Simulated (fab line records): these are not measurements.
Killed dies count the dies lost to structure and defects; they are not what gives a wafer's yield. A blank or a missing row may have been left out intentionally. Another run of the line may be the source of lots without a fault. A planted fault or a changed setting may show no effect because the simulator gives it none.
Matching of chambers + flow berkeley cmos170 + UCB170_NWELL_ETCH_13 on rie diel-02 has 4 sister chambers
The step etches Si3N4 in CH3F/Ar/O2, stops on SiO2, target depth 246.4 nm, time 154 s. 8 wafers are shown with their chamber, then 8 later ones without.

## EACH WAFER AND ITS CHAMBER
| wafer  | chamber | drypump motor current A (A) | throttle valve pct (%) |
|--------|---------|-----------------------------|------------------------|
| L328.3 | 0       | 5.6                         | 8.08                   |
| L331.5 | 0       | 5.6                         | 8.09                   |
| L332.3 | 1       | 5.5                         | 8.11                   |
| L335.4 | 1       | 5.5                         | 8.14                   |
| L335.5 | 3       | 5.4                         | 7.97                   |
| L336.2 | 3       | 5.4                         | 7.94                   |
| L336.5 | 2       | 4.9                         | 8.17                   |
| L342.2 | 2       | 4.8                         | 8.17                   |

## WAFERS WITHOUT THEIR CHAMBER
| wafer  | drypump motor current A (A) | throttle valve pct (%) |
|--------|-----------------------------|------------------------|
| L342.5 | 5.4                         | 7.97                   |
| L342.6 | 4.8                         | 8.16                   |
| L346.2 | 4.8                         | 8.17                   |
| L346.3 | 5.4                         | 7.95                   |
| L346.6 | 5.4                         | 7.96                   |
| L347.1 | 5.4                         | 7.95                   |
| L347.5 | 4.8                         | 8.17                   |
| L347.6 | 5.4                         | 7.95                   |

## WHICH CHAMBER EACH ONE RAN IN
| wafer  | from the rows above | in truth |
|--------|---------------------|----------|
| L342.5 | 3                   | 3        |
| L342.6 | 2                   | 2        |
| L346.2 | 2                   | 2        |
| L346.3 | 3                   | 3        |
| L346.6 | 3                   | 3        |
| L347.1 | 3                   | 3        |
| L347.5 | 2                   | 2        |
| L347.6 | 3                   | 3        |
Correct placement for 8 of the 8. From these rows, 0 cannot be placed. Wrongly placed: 0.
How it was worked out, from the rows above alone: a wafer's distance from a chamber is the root of the sum, over the readings, of the square of ((its reading less the chamber's mean) divided by the reading's scatter). The wafer belongs to the nearest chamber; if the next one is less than 2 further off, it can't be placed. Each chamber's mean is taken over the wafers shown for it. The scatter: take each reading less its chamber's mean, square it, sum over the shown wafers, divide by the number of wafers less the number of chambers, and take the root.
